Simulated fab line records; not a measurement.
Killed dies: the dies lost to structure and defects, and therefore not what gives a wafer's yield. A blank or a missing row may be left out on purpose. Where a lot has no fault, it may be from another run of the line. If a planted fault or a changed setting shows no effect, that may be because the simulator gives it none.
Matching of chambers | flow berkeley cmos170 | UCB170_V1_CMP_02 on cmp-02 has 4 sister chambers
The step polishes SiO2. 7 wafers are shown with their chamber, then 9 later ones without.

== WAFERS PAIRED WITH THEIR CHAMBERS ==
wafer  | chamber | motor current A (A) | slurry flow ml min
L195.3 | 2       | 16.1                | 150.5
L198.5 | 3       | 15.7                | 150.4
L204.2 | 3       | 15.9                | 150.1
L204.4 | 0       | 14.9                | 149.8
L207.3 | 1       | 16.1                | 149.8
L207.5 | 1       | 15.1                | 150.2
L207.6 | 0       | 13.9                | 150.2

== WAFERS MISSING THEIR CHAMBER ==
wafer  | motor current A (A) | slurry flow ml min
L214.3 | 15.1                | 149.3
L214.4 | 16.3                | 150.8
L214.6 | 15.5                | 150.6
L210.1 | 13.9                | 150.5
L210.4 | 16.7                | 150.4
L210.5 | 15.8                | 150.0
L215.1 | 16.6                | 149.6
L215.3 | 15.0                | 150.2
L215.4 | 13.7                | 150.0

== THE CHAMBER EACH PASSED THROUGH ==
wafer  | from the rows above               | in truth
L214.3 | can't be placed: 1 or 0 or 3      | 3
L214.4 | can't be placed: 2 or 3           | 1
L214.6 | can't be placed: 2 or 3 or 1 or 0 | 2
L210.1 | can't be placed: 0 or 3 or 1 or 2 | 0
L210.4 | can't be placed: 2 or 3 or 1      | 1
L210.5 | can't be placed: 1 or 3 or 2      | 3
L215.1 | can't be placed: 1 or 3 or 2 or 0 | 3
L215.3 | can't be placed: 0 or 1 or 3 or 2 | 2
L215.4 | 0                                 | 0
Correctly placed: 1 of 9. Can't be placed from these rows: 8 (the true chamber is among the candidates in 7). Placed wrongly: 0.
How it was worked out, from the rows above alone: a wafer's distance from a chamber is the root of the sum, over the readings, of the square of ((its reading less the chamber's mean) divided by the reading's scatter). The wafer belongs to the nearest chamber; if the next one is less than 2 further off, it can't be placed. The mean given for a chamber averages the wafers shown for that chamber. How the scatter is found: for the shown wafers, subtract from each reading the mean of its chamber, square and add these, divide the total by (wafers less chambers), then take the root.
